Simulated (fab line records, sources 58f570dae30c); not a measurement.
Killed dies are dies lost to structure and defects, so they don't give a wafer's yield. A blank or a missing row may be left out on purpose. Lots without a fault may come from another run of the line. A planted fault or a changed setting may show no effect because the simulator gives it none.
Chamber matching | flow berkeley_cmos170 | UCB170_GATE_ETCH_15 on rie_si-01: 4 sister chambers
The step etches poly-Si in HBr/Cl2, stops on SiO2, time 56.3 s, target depth 278.2 nm. 4 wafers are shown with their chamber, then 7 later ones without.

WAFERS WITH THEIR CHAMBER
wafer  | chamber | throttle_valve_pct (%)
L569.4 | 0       | 26.31
L569.6 | 2       | 26.25
L572.2 | 3       | 25.98
L572.5 | 1       | 26.66

WAFERS WITHOUT THEIR CHAMBER
wafer  | throttle_valve_pct (%)
L572.6 | 26.32
L576.2 | 25.97
L576.3 | 26.65
L576.5 | 26.32
L582.1 | 26.24
L582.4 | 26.65
L582.5 | 26.65

WHICH CHAMBER EACH WENT THROUGH
wafer  | from the rows above | in truth
L572.6 | 0                   | 0
L576.2 | 3                   | 3
L576.3 | 1                   | 1
L576.5 | 0                   | 0
L582.1 | 2                   | 2
L582.4 | 1                   | 1
L582.5 | 1                   | 1
Placed correctly: 7 of 7. Can't be placed from these rows: 0. Placed wrongly: 0.
How it was worked out, from the rows above alone: a wafer's distance from a chamber is the root of the sum, over the readings, of the square of ((its reading less the chamber's mean) divided by the reading's scatter). The wafer belongs to the nearest chamber; if the next one is less than 2 further off, it can't be placed. A chamber's mean is the mean of its shown wafers. The scatter: with one shown wafer a chamber, the root of the mean of the squares of how far each hidden wafer lies from its nearest shown one.
